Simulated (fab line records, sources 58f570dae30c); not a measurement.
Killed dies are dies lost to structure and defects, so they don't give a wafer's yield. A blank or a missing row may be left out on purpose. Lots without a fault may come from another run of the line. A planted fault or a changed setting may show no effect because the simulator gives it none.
Chamber matching | flow berkeley_cmos170 | UCB170_V2_CMP_02 on cmp-01: 4 sister chambers
The step polishes SiO2. 18 wafers are shown with their chamber, then 9 later ones without.

WAFERS WITH THEIR CHAMBER
wafer  | chamber | motor_current_A (A) | edge_zone_pressure_frac
L147.2 | 3       | 15.2                | 1.003
L147.4 | 0       | 15.4                | 1.004
L147.6 | 1       | 17.5                | 1.006
L149.1 | 1       | 16.5                | 1.007
L149.2 | 3       | 15.9                | 1.007
L149.5 | 3       | 15.9                | 0.998
L152.1 | 0       | 14.9                | 0.999
L152.4 | 3       | 15.7                | 0.992
L152.5 | 0       | 16.2                | 1.006
L156.2 | 2       | 15.9                | 1.004
L156.3 | 0       | 15.6                | 1.002
L156.5 | 2       | 17.5                | 1.007
L160.2 | 0       | 15.6                | 1.011
L160.3 | 3       | 14.6                | 0.994
L160.4 | 1       | 17.7                | 1.002
L163.2 | 2       | 16.1                | 1.005
L163.3 | 3       | 16.1                | 1.001
L163.4 | 1       | 16.2                | 0.995

SIGNATURES (means of the wafers above)
reading                 | chamber 0 | chamber 1 | chamber 2 | chamber 3 | scatter within a chamber
motor_current_A         | 15.540    | 16.975    | 16.500    | 15.567    | 0.633
edge_zone_pressure_frac | 1.00440   | 1.00250   | 1.00533   | 0.99917   | 0.00488
Rule: a wafer's distance from a chamber is the root of the sum, over the readings, of the square of ((its reading less the chamber's mean) divided by the reading's scatter). The wafer belongs to the nearest chamber; if the next one is less than 2 further off, it can't be placed. The scatter: the root of (the sum of the squares of (reading less its chamber's mean) over the shown wafers, divided by (wafers less chambers)).

WAFERS WITHOUT THEIR CHAMBER
wafer  | motor_current_A (A) | edge_zone_pressure_frac
L164.1 | 15.4                | 0.997
L164.3 | 16.9                | 0.995
L164.5 | 16.9                | 0.994
L168.1 | 15.8                | 1.001
L168.2 | 16.9                | 0.997
L168.5 | 16.1                | 1.006
L170.1 | 17.2                | 0.997
L170.2 | 15.0                | 1.000
L170.5 | 16.4                | 1.000

WHICH CHAMBER EACH WENT THROUGH
wafer  | from the rows above               | in truth
L164.1 | can't be placed: 3 or 0 or 2      | 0
L164.3 | can't be placed: 1 or 2 or 3 or 0 | 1
L164.5 | can't be placed: 1 or 3 or 2 or 0 | 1
L168.1 | can't be placed: 3 or 0 or 2 or 1 | 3
L168.2 | can't be placed: 1 or 2 or 3 or 0 | 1
L168.5 | can't be placed: 2 or 0 or 1 or 3 | 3
L170.1 | can't be placed: 1 or 2 or 3 or 0 | 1
L170.2 | can't be placed: 3 or 0 or 2      | 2
L170.5 | can't be placed: 1 or 2 or 3 or 0 | 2
Placed correctly: 0 of 9. Can't be placed from these rows: 9 (the true chamber is among the candidates in 9). Placed wrongly: 0.
